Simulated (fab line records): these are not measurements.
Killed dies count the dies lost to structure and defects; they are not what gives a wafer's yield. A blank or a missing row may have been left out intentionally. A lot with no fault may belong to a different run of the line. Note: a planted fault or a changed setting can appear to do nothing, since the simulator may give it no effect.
One fault seen from 2 desks :: flow berkeley_cmos170 :: every desk sees just its own numbers, and what lay behind them comes last

## AT THE METROLOGY DESK
What the gauges read for every lot (on any tool): the sampled wafers with a number, averaged. The brackets show how far a lot's mean lies from the usual mean; more than 4 standard deviations puts the lot out of limits, marked OUT. Readings shown: 7 of its 12, picked as those furthest out on some lot.
Columns: A = PSD_OVL at UCB170_PSD_OVL_MEAS_07, usual 4 nm; B = PSD_TW at UCB170_PSD_TW_MEAS_10, usual 2321; C = cd_nm at UCB170_NSD_CD_MEAS_06, usual 1199.7 nm; D = NSD_TW at UCB170_NSD_TW_MEAS_10, usual 4200; E = PSD_RS at UCB170_SDANNEAL_RS_MEAS_02, usual 75.8 ohm/sq; F = PLDD_RS at UCB170_SDANNEAL_RS_MEAS_04, usual 1032.1 ohm/sq; G = SILICIDE_TI_RS at UCB170_SILICIDE_RS_MEAS_02, usual 25.72 ohm/sq
lot: L911
first seen here: day 8 12:32
A: 4
B: 2307
C: 1198.2
D: 4160
E: 75.7
F: 1029.7
G: 25.87

lot: L914
first seen here: day 9 02:24
A: 8
B: 2365
C: 1199.3
D: 4286
E: 75.7
F: 1030.9
G: 25.23

lot: L917
first seen here: day 9 21:31
A: -4
B: 2362
C: 1197.5
D: 4158
E: 75.2
F: 1027.1
G: 25.89

lot: L918
first seen here: day 9 21:32
A: 14
B: 2271
C: 1199.2
D: 4269
E: 75.9
F: 1030.7
G: 25.62

lot: L921
first seen here: day 10 22:31
A: 4
B: 2289
C: 1197.9
D: 4273
E: 75.6
F: 1029.5
G: 25.51

lot: L923
first seen here: day 11 05:36
A: 5
B: 2370
C: 1199.5
D: 4276
E: 75.7
F: 1029.4
G: 25.82
Finding of this desk: none of the 6 lots has anything out of limits.

## AT THE TOOL OWNER'S DESK: implanter-02
UCB170_PSD_IMPLANT_08, tool's own readings: per-lot mean of the sampled wafers with a number, covering each lot this tool ran. The brackets show how far a lot's mean lies from the usual mean; more than 4 standard deviations puts the lot out of limits, marked OUT.
Columns: A = beam_on_s at UCB170_PSD_IMPLANT_08, usual 10.00 s
lot: L911
first seen here: day 8 18:43
A: 9.79

lot: L918
first seen here: day 10 03:20
A: 10.16

lot: L921
first seen here: day 11 05:46
A: 9.94

lot: L923
first seen here: day 11 13:14
A: 10.06
Finding of this desk: none of the 4 lots has anything out of limits.

## PUT TOGETHER
From the metrology desk's view, nothing was out of limits.
The tool owner's desk saw nothing out of limits.

## WHAT THE SIMULATOR HAD INSERTED
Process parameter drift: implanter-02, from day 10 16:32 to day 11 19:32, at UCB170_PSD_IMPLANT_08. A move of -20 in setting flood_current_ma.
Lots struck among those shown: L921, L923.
